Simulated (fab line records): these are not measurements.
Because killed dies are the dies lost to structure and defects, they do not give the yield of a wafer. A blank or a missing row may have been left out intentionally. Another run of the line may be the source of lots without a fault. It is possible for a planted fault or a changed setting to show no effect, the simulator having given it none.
Commonality check across tools || flow berkeley_cmos170 || 14 lots and 42 wafers in the sample

WHY IT WAS OPENED
2 of 14 lots carry a flag on the reading PSD_RS at UCB170_SDANNEAL_RS_MEAS_02. Wafers without a fault read 75.53 ohm/sq, standard deviation 0.24.
Rule: a lot is flagged when every wafer of it that has a number lies more than 4 standard deviations from that mean, or none has a number. All remaining lots are regarded as sound.

{"lot": "L681", "measured": "day 7 21:41", "on": "film_metro-01", "PSD_RS (ohm/sq), wafer by wafer": "75.73 75.80 75.61", "flag": ""}
{"lot": "L680", "measured": "day 7 21:58", "on": "film_metro-03", "PSD_RS (ohm/sq), wafer by wafer": "75.64 75.22 75.47", "flag": ""}
{"lot": "L679", "measured": "day 7 22:18", "on": "film_metro-04", "PSD_RS (ohm/sq), wafer by wafer": "75.63 75.41 75.51", "flag": ""}
{"lot": "L682", "measured": "day 8 13:57", "on": "film_metro-04", "PSD_RS (ohm/sq), wafer by wafer": "75.77 75.46 75.69", "flag": ""}
{"lot": "L683", "measured": "day 8 14:07", "on": "film_metro-03", "PSD_RS (ohm/sq), wafer by wafer": "75.95 75.95 75.96", "flag": ""}
{"lot": "L684", "measured": "day 8 14:26", "on": "film_metro-01", "PSD_RS (ohm/sq), wafer by wafer": "75.85 75.61 75.94", "flag": ""}
{"lot": "L685", "measured": "day 8 22:06", "on": "film_metro-04", "PSD_RS (ohm/sq), wafer by wafer": "75.56 75.40 75.42", "flag": ""}
{"lot": "L688", "measured": "day 9 12:43", "on": "film_metro-03", "PSD_RS (ohm/sq), wafer by wafer": "75.91 75.42 75.23", "flag": ""}
{"lot": "L687", "measured": "day 9 13:26", "on": "film_metro-03", "PSD_RS (ohm/sq), wafer by wafer": "75.80 75.27 75.64", "flag": ""}
{"lot": "L692", "measured": "day 10 12:26", "on": "film_metro-04", "PSD_RS (ohm/sq), wafer by wafer": "56.44 56.65 56.56", "flag": "FLAGGED"}
{"lot": "L691", "measured": "day 10 12:26", "on": "film_metro-01", "PSD_RS (ohm/sq), wafer by wafer": "75.87 76.02 75.67", "flag": ""}
{"lot": "L690", "measured": "day 10 12:38", "on": "film_metro-03", "PSD_RS (ohm/sq), wafer by wafer": "56.62 56.48 56.65", "flag": "FLAGGED"}
{"lot": "L700", "measured": "day 12 14:25", "on": "film_metro-01", "PSD_RS (ohm/sq), wafer by wafer": "75.23 75.55 75.77", "flag": ""}
{"lot": "L701", "measured": "day 12 15:02", "on": "film_metro-03", "PSD_RS (ohm/sq), wafer by wafer": "75.41 75.58 75.74", "flag": ""}
On average the flagged lots' numbers are 56.57 ohm/sq, which is -18.96 ohm/sq against the usual, or -79 standard deviations.

EACH LOT AND THE TOOL IT RAN ON
The record holds 2 process steps before the reading, out of a route of 331 steps. Each cell gives the tool, then ch followed by the chambers the sampled wafers passed through, then the start.
{"lot": "L681", "flag": "", "UCB170_NWELL_ETCH_13": "rie_diel-03 ch 0,2,3, day 2 21:07", "UCB170_SDANNEAL_RTA_01": "rtp_anneal-02 ch 0, day 7 21:38"}
{"lot": "L680", "flag": "", "UCB170_NWELL_ETCH_13": "rie_diel-02 ch 0,1, day 2 20:52", "UCB170_SDANNEAL_RTA_01": "rtp_anneal-01 ch 0, day 7 21:53"}
{"lot": "L679", "flag": "", "UCB170_NWELL_ETCH_13": "rie_diel-03 ch 0,1,2, day 2 10:26", "UCB170_SDANNEAL_RTA_01": "rtp_anneal-02 ch 0, day 7 22:14"}
{"lot": "L682", "flag": "", "UCB170_NWELL_ETCH_13": "rie_diel-02 ch 0,1,2, day 3 03:40", "UCB170_SDANNEAL_RTA_01": "rtp_anneal-01 ch 0, day 8 13:53"}
{"lot": "L683", "flag": "", "UCB170_NWELL_ETCH_13": "rie_diel-03 ch 0,1,3, day 3 09:17", "UCB170_SDANNEAL_RTA_01": "rtp_anneal-02 ch 0, day 8 14:02"}
{"lot": "L684", "flag": "", "UCB170_NWELL_ETCH_13": "rie_diel-04 ch 1,2, day 3 09:28", "UCB170_SDANNEAL_RTA_01": "rtp_anneal-01 ch 0, day 8 14:22"}
{"lot": "L685", "flag": "", "UCB170_NWELL_ETCH_13": "rie_diel-04 ch 0,1, day 3 18:25", "UCB170_SDANNEAL_RTA_01": "rtp_anneal-02 ch 0, day 8 22:02"}
{"lot": "L688", "flag": "", "UCB170_NWELL_ETCH_13": "rie_diel-03 ch 1,2, day 4 09:44", "UCB170_SDANNEAL_RTA_01": "rtp_anneal-01 ch 0, day 9 12:38"}
{"lot": "L687", "flag": "", "UCB170_NWELL_ETCH_13": "rie_diel-02 ch 0,1,3, day 4 00:00", "UCB170_SDANNEAL_RTA_01": "rtp_anneal-02 ch 0, day 9 13:23"}
{"lot": "L692", "flag": "FLAGGED", "UCB170_NWELL_ETCH_13": "rie_diel-04 ch 1,2,3, day 5 02:10", "UCB170_SDANNEAL_RTA_01": "rtp_anneal-01 ch 0, day 10 12:20"}
{"lot": "L691", "flag": "", "UCB170_NWELL_ETCH_13": "rie_diel-02 ch 1,3, day 5 01:50", "UCB170_SDANNEAL_RTA_01": "rtp_anneal-02 ch 0, day 10 12:22"}
{"lot": "L690", "flag": "FLAGGED", "UCB170_NWELL_ETCH_13": "rie_diel-03 ch 1,2,3, day 5 02:05", "UCB170_SDANNEAL_RTA_01": "rtp_anneal-01 ch 0, day 10 12:35"}
{"lot": "L700", "flag": "", "UCB170_NWELL_ETCH_13": "rie_diel-02 ch 1,2,3, day 7 00:51", "UCB170_SDANNEAL_RTA_01": "rtp_anneal-02 ch 0, day 12 14:20"}
{"lot": "L701", "flag": "", "UCB170_NWELL_ETCH_13": "rie_diel-04 ch 1,2,3, day 7 01:08", "UCB170_SDANNEAL_RTA_01": "rtp_anneal-02 ch 0, day 12 14:58"}
What is done by these steps:
- UCB170_NWELL_ETCH_13: etches Si3N4 in CH3F/Ar/O2, stops on SiO2, target depth 246.4 nm, time 148.9 s.
- UCB170_SDANNEAL_RTA_01: time 5 s.
- UCB170_SDANNEAL_RS_MEAS_02: measures by four-point-probe.

FLAGGED OVER TOTAL, TOOL BY TOOL (the gauges that took the reading come last)
{"step": "UCB170_NWELL_ETCH_13", "tool": "rie_diel-02", "lots run": 5, "flagged": 0, "share of the flagged lots": "none", "sound lots run after its first flagged lot": "-"}
{"step": "UCB170_NWELL_ETCH_13", "tool": "rie_diel-03", "lots run": 5, "flagged": 1, "share of the flagged lots": "some", "sound lots run after its first flagged lot": 0}
{"step": "UCB170_NWELL_ETCH_13", "tool": "rie_diel-04", "lots run": 4, "flagged": 1, "share of the flagged lots": "some", "sound lots run after its first flagged lot": "1 (L701)"}
{"step": "UCB170_SDANNEAL_RTA_01", "tool": "rtp_anneal-01", "lots run": 6, "flagged": 2, "share of the flagged lots": "all", "sound lots run after its first flagged lot": 0}
{"step": "UCB170_SDANNEAL_RTA_01", "tool": "rtp_anneal-02", "lots run": 8, "flagged": 0, "share of the flagged lots": "none", "sound lots run after its first flagged lot": "-"}
{"step": "UCB170_SDANNEAL_RS_MEAS_02", "tool": "film_metro-01", "lots run": 4, "flagged": 0, "share of the flagged lots": "none", "sound lots run after its first flagged lot": "-"}
{"step": "UCB170_SDANNEAL_RS_MEAS_02", "tool": "film_metro-03", "lots run": 6, "flagged": 1, "share of the flagged lots": "some", "sound lots run after its first flagged lot": "1 (L701)"}
{"step": "UCB170_SDANNEAL_RS_MEAS_02", "tool": "film_metro-04", "lots run": 4, "flagged": 1, "share of the flagged lots": "some", "sound lots run after its first flagged lot": 0}

THE TABLE: WHAT IT ALLOWS
1 row of the table ran every flagged lot: rtp_anneal-01 at UCB170_SDANNEAL_RTA_01.
- rtp_anneal-01 at UCB170_SDANNEAL_RTA_01 ran 6 lots, 2 of them flagged. Its last sound lot is L688 (day 9 12:38), its first flagged lot L692 (day 10 12:20): a fault that began between those two fits.
One tool is left: rtp_anneal-01 at UCB170_SDANNEAL_RTA_01.

WHAT THE SIMULATOR HAD PUT IN
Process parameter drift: rtp_anneal-01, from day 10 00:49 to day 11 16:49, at UCB170_SDANNEAL_RTA_01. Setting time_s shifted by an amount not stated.
Lots struck among those shown: L692, L690. The rule above reached the same finding.
